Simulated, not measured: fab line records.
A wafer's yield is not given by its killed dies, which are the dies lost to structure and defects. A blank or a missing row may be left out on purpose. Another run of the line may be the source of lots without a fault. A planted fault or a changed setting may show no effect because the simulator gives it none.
fab line records + flow rit-cmos
record
- lots=14
- wafers=42
- last-day=8
route steps=202 shown PRETRO@73 NSD@137 PSD@151 SDANNEAL@156 PLDD@159 M1@202
lots with no fault: from the same line, run without faults
start-h: hours from the record's first day to the start of the lot's first wafer shown + wait-h: hours since the lot's step before + " the same as in the row above + L1.1+2: a single row standing in for several wafers + - value missing, or start not given + * or withheld: withheld + < > ~ a bound
route shown NAME@n: names a module that has steps shown in the file, with the first one's number in the route + usual: mean and standard deviation over wafers with no fault + same: alike in all rows + chamber/n: place in a boat + sites: per-site readings + _std_site: how widely they spread, as a standard deviation + _edge_site: outer sites' mean less inner sites' + radius-mm: how far each site lies from the wafer's centre + mask NAME#n: copy n + behind: the last tool/chamber to shape the wafer + hold: why the lot went on hold/how many hours it stayed there/how the hold came to an end + device: which transistor (n, p or np) failed to switch + end of line: the same wafers' tests at the end of the route + a step without rows: its recipe alone + killed: dies that structure and defects cost at the first sort, which is not the same as the wafer's yield + map: a wafer's dies, x killed, . not, _ none there
set.NAME: the setting as run; set.NAME@STEP: as run at that earlier step + model.NAME: the simulator's own value behind a step, which no gauge read
steps of the route over a sample of lots; a table a step, a row a wafer
services: a tool's chamber out of use, with start hour (start-h, from the record's first day; less than 0 if before it), hours out, and reason
## steps
# step RIT_PRETRO_STRIP_09
# recipe
- chemistry=O2
- time-s=180
- resist=NOVOLAK
- platen-temp-c=withheld
- power-w=500
- pressure-mtorr=4000
- o2-flow-sccm=4000
# usual
- drypump-motor-current-A=5.7/0.58
| lot.wafer | tool            | chamber | start-h | wait-h | drypump-motor-current-A | rf-hours-counter-h |
|-----------|-----------------|---------|---------|--------|-------------------------|--------------------|
| L346.2    | plasma-asher-04 | 0       | 35.86   | 0.1    | 5.1                     | 41                 |
| L346.5    | "               | 0       | "       | "      | 5.1                     | -                  |
| L346.6    | "               | 1       | "       | "      | 6.2                     | -                  |
| L347.1    | plasma-asher-04 | 0       | 42.57   | 0.1    | 5.1                     | 42                 |
| L347.3    | "               | 1       | "       | "      | 6.1                     | -                  |
| L347.4    | "               | 0       | "       | "      | 5.1                     | -                  |
| L348.3    | plasma-asher-01 | 1       | 45.14   | 0.1    | 6.4                     | -                  |
| L348.5    | "               | 1       | "       | "      | 6.4                     | -                  |
| L348.6    | "               | 0       | "       | "      | 5.1                     | -                  |
| L349.2    | plasma-asher-04 | 1       | 48.53   | 0.1    | 6.1                     | 43                 |
| L349.5    | "               | 1       | "       | "      | 6.1                     | -                  |
| L349.6    | "               | 0       | "       | "      | 5.1                     | -                  |
| L350.3    | plasma-asher-01 | 1       | 56.77   | 0.1    | 6.4                     | -                  |
| L350.4    | "               | 0       | "       | "      | 5.1                     | -                  |
| L350.6    | "               | 1       | "       | "      | 6.4                     | -                  |
| L351.1    | plasma-asher-02 | 0       | 61.64   | 0.1    | 6.1                     | 39                 |
| L351.3    | "               | 0       | "       | "      | 6.0                     | -                  |
| L351.5    | "               | 0       | "       | "      | 6.0                     | -                  |
| L352.3    | plasma-asher-01 | 0       | 65.52   | 0.1    | 5.1                     | -                  |
| L352.4    | "               | 1       | "       | "      | 6.4                     | -                  |
| L352.6    | "               | 1       | "       | "      | 6.4                     | -                  |
| L353.1    | plasma-asher-02 | 1       | 76.18   | 0.1    | 6.1                     | 41                 |
| L353.2    | "               | 0       | "       | "      | 6.1                     | 41                 |
| L353.3    | "               | 1       | "       | "      | 6.1                     | -                  |
| L354.1    | plasma-asher-04 | 0       | 80.24   | 0.1    | 5.1                     | 46                 |
| L354.5    | "               | 0       | "       | "      | 5.1                     | -                  |
| L354.6    | "               | 1       | "       | "      | 6.1                     | -                  |
| L355.1    | plasma-asher-04 | 0       | 84.01   | 0.1    | 5.1                     | 46                 |
| L355.2    | "               | 1       | "       | "      | 6.2                     | 46                 |
| L355.5    | "               | 1       | "       | "      | 6.2                     | -                  |
| L357.2    | plasma-asher-02 | 1       | 92.11   | 0.1    | 6.1                     | 43                 |
| L357.3    | "               | 1       | "       | "      | 6.1                     | -                  |
| L357.6    | "               | 0       | "       | "      | 6.1                     | -                  |
| L364.2    | plasma-asher-01 | 1       | 127.22  | 0.1    | 6.4                     | 47                 |
| L364.5    | "               | 0       | "       | "      | 5.0                     | -                  |
| L364.6    | "               | 1       | "       | "      | 6.4                     | -                  |
| L368.2    | plasma-asher-04 | 1       | 152.56  | 0.1    | 6.2                     | 54                 |
| L368.3    | "               | 1       | "       | "      | 6.1                     | -                  |
| L368.5    | "               | 1       | "       | "      | 6.2                     | -                  |
| L369.2    | plasma-asher-01 | 1       | 161.28  | 0.1    | 6.4                     | 50                 |
| L369.3    | "               | 1       | "       | "      | 6.4                     | -                  |
| L369.5    | "               | 1       | "       | "      | 6.4                     | -                  |
# step RIT_NSD_OVL_MEAS_06
# usual
- NSD_OVL=-0.5/1.3
| lot.wafer | tool       | chamber | start-h | wait-h | NSD_OVL[nm] |
|-----------|------------|---------|---------|--------|-------------|
| L346.2    | overlay-02 | -       | 53.86   | -      | -2.4        |
| L346.5    | "          | -       | "       | "      | -1.1        |
| L346.6    | "          | -       | "       | "      | -2.9        |
| L348.3    | overlay-01 | -       | 62.62   | -      | -0.1        |
| L348.5    | "          | -       | "       | "      | 1.0         |
| L348.6    | "          | -       | "       | "      | -1.0        |
| L347.1    | overlay-02 | -       | 63.24   | -      | -2.1        |
| L347.3    | "          | -       | "       | "      | -2.8        |
| L347.4    | "          | -       | "       | "      | -3.6        |
| L349.2    | overlay-02 | -       | 74.60   | -      | -1.5        |
| L349.5    | "          | -       | "       | "      | -1.9        |
| L349.6    | "          | -       | "       | "      | -1.1        |
| L350.3    | overlay-01 | -       | 80.84   | -      | 0.9         |
| L350.4    | "          | -       | "       | "      | 0.4         |
| L350.6    | "          | -       | "       | "      | -0.6        |
| L351.1    | overlay-02 | -       | 83.70   | -      | -0.2        |
| L351.3    | "          | -       | "       | "      | 1.2         |
| L351.5    | "          | -       | "       | "      | 0.9         |
| L352.3    | overlay-02 | -       | 84.00   | -      | -1.1        |
| L352.4    | "          | -       | "       | "      | 1.4         |
| L352.6    | "          | -       | "       | "      | -0.6        |
| L353.1    | overlay-01 | -       | 99.42   | -      | 0.8         |
| L353.2    | "          | -       | "       | "      | 1.1         |
| L353.3    | "          | -       | "       | "      | 1.3         |
| L354.1    | overlay-02 | -       | 102.42  | -      | 0.0         |
| L354.5    | "          | -       | "       | "      | 1.1         |
| L354.6    | "          | -       | "       | "      | -2.2        |
| L355.1    | overlay-01 | -       | 105.17  | -      | 0.9         |
| L355.2    | "          | -       | "       | "      | 0.4         |
| L355.5    | "          | -       | "       | "      | 0.0         |
| L357.2    | overlay-02 | -       | 116.16  | -      | 0.9         |
| L357.3    | "          | -       | "       | "      | -0.9        |
| L357.6    | "          | -       | "       | "      | -0.4        |
| L364.2    | overlay-02 | -       | 153.41  | -      | 0.3         |
| L364.5    | "          | -       | "       | "      | 0.4         |
| L364.6    | "          | -       | "       | "      | -0.2        |
| L368.2    | overlay-01 | -       | 174.89  | -      | -0.7        |
| L368.3    | "          | -       | "       | "      | 0.6         |
| L368.5    | "          | -       | "       | "      | 0.7         |
| L369.2    | overlay-01 | -       | 186.69  | -      | 0.2         |
| L369.3    | "          | -       | "       | "      | 0.5         |
| L369.5    | "          | -       | "       | "      | 0.9         |
# step RIT_PSD_STRIP_09
# recipe
- chemistry=O2
- time-s=180
- resist=NOVOLAK
- platen-temp-c=withheld
- power-w=500
- pressure-mtorr=4000
- o2-flow-sccm=4000
# usual
- drypump-motor-current-A=5.8/0.42
| lot.wafer | tool            | chamber | start-h | wait-h | drypump-motor-current-A | rf-hours-counter-h |
|-----------|-----------------|---------|---------|--------|-------------------------|--------------------|
| L346.2    | plasma-asher-02 | 1       | 55.73   | 0.1    | 6.1                     | 39                 |
| L346.5    | "               | 0       | "       | "      | 6.0                     | -                  |
| L346.6    | "               | 1       | "       | "      | 6.2                     | -                  |
| L348.3    | plasma-asher-04 | 0       | 64.42   | 0.1    | 5.1                     | -                  |
| L348.5    | "               | 1       | "       | "      | 6.1                     | -                  |
| L348.6    | "               | 0       | "       | "      | 5.1                     | -                  |
| L347.1    | plasma-asher-03 | 1       | 65.12   | 0.1    | 5.4                     | 27                 |
| L347.3    | "               | 0       | "       | "      | 6.1                     | -                  |
| L347.4    | "               | 1       | "       | "      | 5.4                     | -                  |
| L349.2    | plasma-asher-04 | 1       | 76.35   | 0.1    | 6.1                     | 45                 |
| L349.5    | "               | 1       | "       | "      | 6.1                     | -                  |
| L349.6    | "               | 0       | "       | "      | 5.1                     | -                  |
| L350.3    | plasma-asher-02 | 1       | 82.87   | 0.1    | 6.2                     | -                  |
| L350.4    | "               | 0       | "       | "      | 6.1                     | -                  |
| L350.6    | "               | 0       | "       | "      | 6.1                     | -                  |
| L351.1    | plasma-asher-02 | 0       | 85.50   | 0.1    | 6.1                     | 42                 |
| L351.3    | "               | 0       | "       | "      | 6.1                     | -                  |
| L351.5    | "               | 1       | "       | "      | 6.2                     | -                  |
| L352.3    | plasma-asher-03 | 1       | 85.83   | 0.1    | 5.4                     | -                  |
| L352.4    | "               | 0       | "       | "      | 6.1                     | -                  |
| L352.6    | "               | 1       | "       | "      | 5.4                     | -                  |
| L353.1    | plasma-asher-03 | 1       | 101.30  | 0.1    | 5.4                     | 31                 |
| L353.2    | "               | 0       | "       | "      | 6.1                     | 31                 |
| L353.3    | "               | 0       | "       | "      | 6.2                     | -                  |
| L354.1    | plasma-asher-04 | 1       | 104.17  | 0.1    | 6.2                     | 48                 |
| L354.5    | "               | 0       | "       | "      | 5.1                     | -                  |
| L354.6    | "               | 1       | "       | "      | 6.2                     | -                  |
| L355.1    | plasma-asher-03 | 1       | 107.09  | 0.1    | 5.5                     | 31                 |
| L355.2    | "               | 0       | "       | "      | 6.2                     | 31                 |
| L355.5    | "               | 1       | "       | "      | 5.4                     | -                  |
| L357.2    | plasma-asher-02 | 0       | 117.95  | 0.1    | 6.1                     | 0                  |
| L357.3    | "               | 1       | "       | "      | 6.1                     | -                  |
| L357.6    | "               | 1       | "       | "      | 6.2                     | -                  |
| L364.2    | plasma-asher-02 | 1       | 155.50  | 0.1    | 6.2                     | 3                  |
| L364.5    | "               | 1       | "       | "      | 6.2                     | -                  |
| L364.6    | "               | 0       | "       | "      | 6.1                     | -                  |
| L368.2    | plasma-asher-04 | 1       | 176.76  | 0.1    | 6.2                     | 56                 |
| L368.3    | "               | 0       | "       | "      | 5.1                     | -                  |
| L368.5    | "               | 0       | "       | "      | 5.1                     | -                  |
| L369.2    | plasma-asher-02 | 1       | 188.74  | 0.1    | 6.1                     | 7                  |
| L369.3    | "               | 0       | "       | "      | 6.1                     | -                  |
| L369.5    | "               | 1       | "       | "      | 6.2                     | -                  |
# step RIT_SDANNEAL_RTA_03
# recipe
- temp-c=1050
- time-s=5
- idle-temp-c=600
- ramp-up-c-per-s=342
- ramp-down-c-per-s=171
- cool-to-c=600
- ambient=N2
# usual
- chamber-o2-ppm=1.997/0.019
- ramp-up-c-per-s=342.00/0.065
- wafer_temp_C_max=1053.4/1.3
| lot.wafer | tool          | chamber | start-h | wait-h | chamber-o2-ppm | ramp-up-c-per-s | wafer_temp_C_max |
|-----------|---------------|---------|---------|--------|----------------|-----------------|------------------|
| L346.2    | rtp-anneal-02 | 0       | 56.36   | 0.0    | 1.970          | 341.87          | 1058.2           |
| L346.5    | "             | 0       | "       | "      | 1.984          | 341.96          | 1056.1           |
| L346.6    | "             | 0       | "       | "      | 1.990          | 342.02          | 1053.0           |
| L348.3    | rtp-anneal-01 | 0       | 64.99   | 0.0    | 1.956          | 341.97          | 1053.3           |
| L348.5    | "             | 0       | "       | "      | 2.030          | 342.03          | 1052.1           |
| L348.6    | "             | 0       | "       | "      | 2.019          | 342.07          | 1053.2           |
| L347.1    | rtp-anneal-02 | 0       | 65.74   | 0.0    | 1.977          | 342.15          | 1052.3           |
| L347.3    | "             | 0       | "       | "      | 1.987          | 342.07          | 1054.3           |
| L347.4    | "             | 0       | "       | "      | 1.975          | 341.97          | 1052.2           |
| L349.2    | rtp-anneal-01 | 0       | 77.00   | 0.0    | 1.987          | 341.90          | 1052.2           |
| L349.5    | "             | 0       | "       | "      | 2.011          | 342.07          | 1053.5           |
| L349.6    | "             | 0       | "       | "      | 1.994          | 341.97          | 1054.6           |
| L350.3    | rtp-anneal-02 | 0       | 83.43   | 0.0    | 1.993          | 342.00          | 1053.3           |
| L350.4    | "             | 0       | "       | "      | 1.986          | 341.94          | 1052.0           |
| L350.6    | "             | 0       | "       | "      | 1.952          | 341.89          | 1052.9           |
| L351.1    | rtp-anneal-01 | 0       | 86.10   | 0.0    | 1.996          | 341.87          | 1054.0           |
| L351.3    | "             | 0       | "       | "      | 2.004          | 341.98          | 1052.8           |
| L351.5    | "             | 0       | "       | "      | 1.979          | 341.85          | 1057.4           |
| L352.3    | rtp-anneal-02 | 0       | 86.39   | 0.0    | 1.991          | 341.98          | 1051.3           |
| L352.4    | "             | 0       | "       | "      | 1.978          | 341.89          | 1053.4           |
| L352.6    | "             | 0       | "       | "      | 2.004          | 342.00          | 1052.5           |
| L353.1    | rtp-anneal-01 | 0       | 101.90  | 0.0    | 1.986          | 342.13          | 1052.1           |
| L353.2    | "             | 0       | "       | "      | 1.971          | 341.99          | 1054.3           |
| L353.3    | "             | 0       | "       | "      | 1.992          | 342.09          | 1054.1           |
| L354.1    | rtp-anneal-02 | 0       | 104.78  | 0.0    | 2.003          | 341.95          | 1052.1           |
| L354.5    | "             | 0       | "       | "      | 1.995          | 342.01          | 1053.6           |
| L354.6    | "             | 0       | "       | "      | 2.011          | 342.00          | 1054.7           |
| L355.1    | rtp-anneal-01 | 0       | 107.70  | 0.0    | 1.993          | 342.04          | 1045.2           |
| L355.2    | "             | 0       | "       | "      | 2.012          | 341.97          | 1045.8           |
| L355.5    | "             | 0       | "       | "      | 1.985          | 342.05          | 1043.2           |
| L357.2    | rtp-anneal-01 | 0       | 118.56  | 0.0    | 2.005          | 342.01          | 1045.3           |
| L357.3    | "             | 0       | "       | "      | 2.000          | 341.99          | 1044.2           |
| L357.6    | "             | 0       | "       | "      | 2.004          | 342.04          | 1047.8           |
| L364.2    | rtp-anneal-02 | 0       | 156.11  | 0.0    | 2.031          | 342.12          | 1051.7           |
| L364.5    | "             | 0       | "       | "      | 1.994          | 342.01          | 1054.2           |
| L364.6    | "             | 0       | "       | "      | 1.988          | 342.04          | 1053.0           |
| L368.2    | rtp-anneal-02 | 0       | 177.37  | 0.0    | 1.976          | 341.94          | 1053.4           |
| L368.3    | "             | 0       | "       | "      | 1.996          | 341.96          | 1052.8           |
| L368.5    | "             | 0       | "       | "      | 1.999          | 341.98          | 1055.5           |
| L369.2    | rtp-anneal-01 | 0       | 189.38  | 0.0    | 1.977          | 342.01          | 1053.3           |
| L369.3    | "             | 0       | "       | "      | 2.002          | 342.04          | 1055.0           |
| L369.5    | "             | 0       | "       | "      | 1.998          | 342.08          | 1052.8           |
# step RIT_SDANNEAL_RS_MEAS_04
# recipe
- thk-meas-gauge=four-point-probe
# usual
- PSD_RS=115.9/0.31
| lot.wafer | tool          | chamber | start-h | wait-h | hold                     | PSD_RS[ohm/sq] |
|-----------|---------------|---------|---------|--------|--------------------------|----------------|
| L346.2    | film-metro-01 | -       | 56.43   | 0.1    | -                        | 116.2          |
| L346.5    | "             | -       | "       | "      | -                        | 116.3          |
| L346.6    | "             | -       | "       | "      | -                        | 116.3          |
| L348.3    | film-metro-02 | -       | 65.07   | 0.1    | -                        | 115.6          |
| L348.5    | "             | -       | "       | "      | -                        | 115.7          |
| L348.6    | "             | -       | "       | "      | -                        | 116.0          |
| L347.1    | film-metro-01 | -       | 65.80   | 0.0    | -                        | 116.2          |
| L347.3    | "             | -       | "       | "      | -                        | 116.4          |
| L347.4    | "             | -       | "       | "      | -                        | 115.8          |
| L349.2    | film-metro-01 | -       | 77.07   | 0.1    | -                        | 116.1          |
| L349.5    | "             | -       | "       | "      | -                        | 116.0          |
| L349.6    | "             | -       | "       | "      | -                        | 116.1          |
| L350.3    | film-metro-03 | -       | 83.51   | 0.1    | -                        | 115.7          |
| L350.4    | "             | -       | "       | "      | -                        | 115.8          |
| L350.6    | "             | -       | "       | "      | -                        | 115.9          |
| L351.1    | film-metro-03 | -       | 86.22   | 0.1    | -                        | 115.4          |
| L351.3    | "             | -       | "       | "      | -                        | 115.7          |
| L351.5    | "             | -       | "       | "      | -                        | 115.8          |
| L352.3    | film-metro-02 | -       | 86.47   | 0.1    | -                        | 116.0          |
| L352.4    | "             | -       | "       | "      | -                        | 115.6          |
| L352.6    | "             | -       | "       | "      | -                        | 115.8          |
| L353.1    | film-metro-02 | -       | 102.02  | 0.1    | -                        | 115.9          |
| L353.2    | "             | -       | "       | "      | -                        | 116.1          |
| L353.3    | "             | -       | "       | "      | -                        | 116.0          |
| L354.1    | film-metro-02 | -       | 104.83  | 0.0    | -                        | 115.6          |
| L354.5    | "             | -       | "       | "      | -                        | 115.5          |
| L354.6    | "             | -       | "       | "      | -                        | 115.8          |
| L355.1    | film-metro-03 | -       | 107.81  | 0.1    | await-dispo/0.2h/release | 121.4          |
| L355.2    | "             | -       | "       | "      | await-dispo/0.2h/release | 121.5          |
| L355.5    | "             | -       | "       | "      | await-dispo/0.2h/release | 121.1          |
| L355.1    | film-metro-03 | -       | 108.17  | 0.3    | -                        | 121.5          |
| L355.2    | "             | -       | "       | "      | -                        | 121.5          |
| L355.5    | "             | -       | "       | "      | -                        | 121.2          |
| L357.2    | film-metro-02 | -       | 118.63  | 0.1    | await-dispo/0.2h/release | 121.5          |
| L357.3    | "             | -       | "       | "      | await-dispo/0.2h/release | 121.6          |
| L357.6    | "             | -       | "       | "      | await-dispo/0.2h/release | 121.7          |
| L357.2    | film-metro-02 | -       | 118.99  | 0.3    | -                        | 121.5          |
| L357.3    | "             | -       | "       | "      | -                        | 121.7          |
| L357.6    | "             | -       | "       | "      | -                        | 121.3          |
| L364.2    | film-metro-03 | -       | 156.18  | 0.1    | -                        | 115.4          |
| L364.5    | "             | -       | "       | "      | -                        | 115.6          |
| L364.6    | "             | -       | "       | "      | -                        | 115.5          |
| L368.2    | film-metro-01 | -       | 177.44  | 0.1    | -                        | 116.3          |
| L368.3    | "             | -       | "       | "      | -                        | 115.9          |
| L368.5    | "             | -       | "       | "      | -                        | 116.1          |
| L369.2    | film-metro-02 | -       | 189.45  | 0.1    | -                        | 115.7          |
| L369.3    | "             | -       | "       | "      | -                        | 115.9          |
| L369.5    | "             | -       | "       | "      | -                        | 115.6          |
# step RIT_SDANNEAL_RS_MEAS_06
# recipe
- thk-meas-gauge=four-point-probe
# usual
- PLDD_RS=178.7/0.52
| lot.wafer | tool          | chamber | start-h | wait-h | hold                     | PLDD_RS[ohm/sq] |
|-----------|---------------|---------|---------|--------|--------------------------|-----------------|
| L346.2    | film-metro-01 | -       | 56.67   | 0.1    | -                        | 179.3           |
| L346.5    | "             | -       | "       | "      | -                        | 179.7           |
| L346.6    | "             | -       | "       | "      | -                        | 179.1           |
| L348.3    | film-metro-02 | -       | 65.31   | 0.1    | -                        | 178.3           |
| L348.5    | "             | -       | "       | "      | -                        | 178.6           |
| L348.6    | "             | -       | "       | "      | -                        | 178.3           |
| L347.1    | film-metro-01 | -       | 66.04   | 0.1    | -                        | 179.0           |
| L347.3    | "             | -       | "       | "      | -                        | 179.0           |
| L347.4    | "             | -       | "       | "      | -                        | 178.3           |
| L349.2    | film-metro-01 | -       | 77.31   | 0.1    | -                        | 179.0           |
| L349.5    | "             | -       | "       | "      | -                        | 179.1           |
| L349.6    | "             | -       | "       | "      | -                        | 179.1           |
| L350.3    | film-metro-03 | -       | 83.75   | 0.1    | -                        | 178.4           |
| L350.4    | "             | -       | "       | "      | -                        | 178.6           |
| L350.6    | "             | -       | "       | "      | -                        | 178.4           |
| L351.1    | film-metro-03 | -       | 86.46   | 0.1    | -                        | 178.4           |
| L351.3    | "             | -       | "       | "      | -                        | 178.3           |
| L351.5    | "             | -       | "       | "      | -                        | 178.1           |
| L352.3    | film-metro-02 | -       | 86.71   | 0.1    | -                        | 178.7           |
| L352.4    | "             | -       | "       | "      | -                        | 178.8           |
| L352.6    | "             | -       | "       | "      | -                        | 178.8           |
| L353.1    | film-metro-02 | -       | 102.26  | 0.1    | -                        | 179.4           |
| L353.2    | "             | -       | "       | "      | -                        | 179.3           |
| L353.3    | "             | -       | "       | "      | -                        | 179.3           |
| L354.1    | film-metro-02 | -       | 105.07  | 0.1    | -                        | 178.6           |
| L354.5    | "             | -       | "       | "      | -                        | 178.1           |
| L354.6    | "             | -       | "       | "      | -                        | 178.4           |
| L355.1    | film-metro-03 | -       | 119.60  | 0.1    | await-dispo/0.2h/release | 183.2           |
| L355.2    | "             | -       | "       | "      | await-dispo/0.2h/release | 183.7           |
| L355.5    | "             | -       | "       | "      | await-dispo/0.2h/release | 183.1           |
| L355.1    | film-metro-03 | -       | 119.89  | 0.3    | -                        | 183.1           |
| L355.2    | "             | -       | "       | "      | -                        | 183.6           |
| L355.5    | "             | -       | "       | "      | -                        | 183.1           |
| L357.2    | film-metro-02 | -       | 125.48  | 0.1    | await-dispo/0.2h/release | 183.8           |
| L357.3    | "             | -       | "       | "      | await-dispo/0.2h/release | 183.9           |
| L357.6    | "             | -       | "       | "      | await-dispo/0.2h/release | 183.4           |
| L357.2    | film-metro-02 | -       | 125.76  | 0.3    | -                        | 183.6           |
| L357.3    | "             | -       | "       | "      | -                        | 183.8           |
| L357.6    | "             | -       | "       | "      | -                        | 183.5           |
| L364.2    | film-metro-03 | -       | 156.42  | 0.1    | -                        | 178.2           |
| L364.5    | "             | -       | "       | "      | -                        | 178.0           |
| L364.6    | "             | -       | "       | "      | -                        | 178.3           |
| L368.2    | film-metro-01 | -       | 177.68  | 0.1    | -                        | 178.4           |
| L368.3    | "             | -       | "       | "      | -                        | 178.9           |
| L368.5    | "             | -       | "       | "      | -                        | 179.0           |
| L369.2    | film-metro-02 | -       | 189.69  | 0.1    | -                        | 177.9           |
| L369.3    | "             | -       | "       | "      | -                        | 178.5           |
| L369.5    | "             | -       | "       | "      | -                        | 178.0           |
# step RIT_M1_PROBE_99
# usual
- killed_at_M0_to_M3=0.0/0.083
- killed-at-contacts=0.0/0.16
- killed-at-front-end=7/3.1
- killed-dies=7/3.1
- killed-open=3.6/2.2
- killed-short=3.4/2.1
# same
- gross-dies=264
- killed_at_M4_up=0
- killed-at-back-side=0
- killed-at-other=0
| lot.wafer | tool      | chamber | start-h | wait-h | killed_at_M0_to_M3 | killed-at-contacts | killed-at-front-end | killed-dies | killed-open | killed-short |
|-----------|-----------|---------|---------|--------|--------------------|--------------------|---------------------|-------------|-------------|--------------|
| L355.1    | prober-02 | -       | 133.55  | 0.1    | 0                  | 0                  | 10                  | 10          | 7           | 3            |
| L355.2    | prober-02 | -       | 133.60  | 0.1    | 0                  | 0                  | 11                  | 11          | 7           | 4            |
| L355.5    | prober-02 | -       | 133.75  | 0.2    | 0                  | 0                  | 5                   | 5           | 2           | 3            |
| L357.2    | prober-02 | -       | 134.92  | 0.1    | 0                  | 0                  | 6                   | 6           | 2           | 4            |
| L357.3    | prober-02 | -       | 134.97  | 0.2    | 0                  | 0                  | 8                   | 8           | 4           | 4            |
| L357.6    | prober-02 | -       | 135.12  | 0.2    | 0                  | 0                  | 6                   | 6           | 5           | 1            |
| L368.2    | prober-02 | -       | 185.07  | 0.1    | 0                  | 0                  | 6                   | 6           | 5           | 1            |
| L368.3    | prober-02 | -       | 185.12  | 0.2    | 0                  | 0                  | 1                   | 1           | 1           | 0            |
| L368.5    | prober-02 | -       | 185.22  | 0.2    | 0                  | 0                  | 7                   | 7           | 3           | 4            |
| L369.2    | prober-01 | -       | 197.33  | 0.1    | 0                  | 0                  | 7                   | 7           | 4           | 3            |
| L369.3    | prober-01 | -       | 197.38  | 0.2    | 0                  | 0                  | 5                   | 5           | 0           | 5            |
| L369.5    | prober-01 | -       | 197.48  | 0.2    | 0                  | 0                  | 7                   | 7           | 0           | 7            |
# killed by level:class
L355.1 GATE:geometric-particle:open=3 SPACER:geometric-particle:open=2 FOX2:geometric-particle:short=1 REOX:geometric-particle:short=1 REOX:geometric-particle:open=1 SILICIDE:geometric-particle:short=1 SILICIDE:geometric-particle:open=1
L355.2 GATE:geometric-particle:short=2 REOX:geometric-particle:open=2 SPACER:geometric-particle:open=2 FOX1:geometric-particle:open=1 FOX2:geometric-particle:open=1 FOX2:geometric-particle:short=1 GATE:geometric-particle:open=1 REOX:geometric-particle:short=1
L355.5 GATE:geometric-particle:short=2 GATE:geometric-particle:open=1 SILICIDE:geometric-particle:open=1 SILICIDE:geometric-particle:short=1
L357.2 FOX1:geometric-particle:short=1 GATE:geometric-particle:open=1 GATE:geometric-particle:short=1 REOX:geometric-particle:open=1 REOX:geometric-particle:short=1 SPACER:geometric-particle:short=1
L357.3 GATE:geometric-particle:short=3 GATE:geometric-particle:open=3 FOX1:geometric-particle:short=1 FOX2:geometric-particle:open=1
L357.6 SILICIDE:geometric-particle:open=2 REOX:geometric-particle:short=1 FOX1:geometric-particle:open=1 REOX:geometric-particle:open=1 SPACER:geometric-particle:open=1
L368.2 GATE:geometric-particle:open=3 FOX2:geometric-particle:open=1 SPACER:geometric-particle:open=1 SILICIDE:geometric-particle:short=1
L368.3 GATE:geometric-particle:open=1
L368.5 FOX2:geometric-particle:short=3 FOX1:geometric-particle:open=1 GATE:geometric-particle:short=1 GATE:geometric-particle:open=1 SPACER:geometric-particle:open=1
L369.2 GATE:geometric-particle:open=3 GATE:geometric-particle:short=2 FOX1:geometric-particle:open=1 REOX:geometric-particle:short=1
L369.3 GATE:geometric-particle:short=3 FOX1:geometric-particle:short=1 SPACER:geometric-particle:short=1
L369.5 FOX1:geometric-particle:short=3 GATE:geometric-particle:short=2 REOX:geometric-particle:short=2
## services
| tool            | chamber | start-h | hours | kind       |
|-----------------|---------|---------|-------|------------|
| plasma-asher-02 | -       | 34.74   | 1.7   | repair     |
| plasma-asher-01 | -       | 38.09   | 5.4   | repair     |
| plasma-asher-02 | -       | 68.80   | 1.6   | repair     |
| plasma-asher-01 | -       | 100.24  | 14.6  | pm         |
| plasma-asher-03 | -       | 103.58  | 2.8   | pm         |
| plasma-asher-02 | -       | 108.75  | 9.0   | pm         |
| plasma-asher-02 | 0       | 108.75  | 9.0   | vent-cycle |
| plasma-asher-02 | 1       | 108.75  | 9.0   | vent-cycle |
| plasma-asher-02 | 0       | 117.75  | -     | clean      |
| plasma-asher-02 | 1       | 117.75  | -     | clean      |
## key
first-sign
- step=RIT_SDANNEAL_RTA_03
- reading=wafer_temp_C_max
- direction=down
- sigmas=6.2
- usual=*
- struck=*
effect
- step=RIT_SDANNEAL_RS_MEAS_04
- reading=visit
- direction=added
effect
- step=RIT_SDANNEAL_RS_MEAS_04
- reading=PSD_RS
- direction=up
- sigmas=18
- usual=115.9
- struck=121.5
effect
- step=RIT_SDANNEAL_RS_MEAS_06
- reading=visit
- direction=added
effect
- step=RIT_SDANNEAL_RS_MEAS_06
- reading=PLDD_RS
- direction=up
- sigmas=9.2
- usual=178.7
- struck=183.5
met-at RIT_SDANNEAL_RTA_03
struck-lots L355,L357
tester-left-out L355,L357
not-acting-at RIT_PRETRO_STRIP_09,RIT_NSD_OVL_MEAS_06,RIT_PSD_STRIP_09
onset-between 101.90 107.70
fault
- kind=process-parameter-drift
- tool=rtp-anneal-01
- chamber=-
- onset-h=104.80
- steps=RIT_SDANNEAL_RTA_03
- channel=temp-c
- offset=*
- shape=step
- end-h=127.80
- acts-in=*
- stated=*
# tester-left-out: of these lots the tester's yield and bins aren't shown, on N5 and GAA mostly nor the transistor test; their killed dies are dies lost to structure and defects alone, not to doping, threshold or leakage, so they don't give the yield
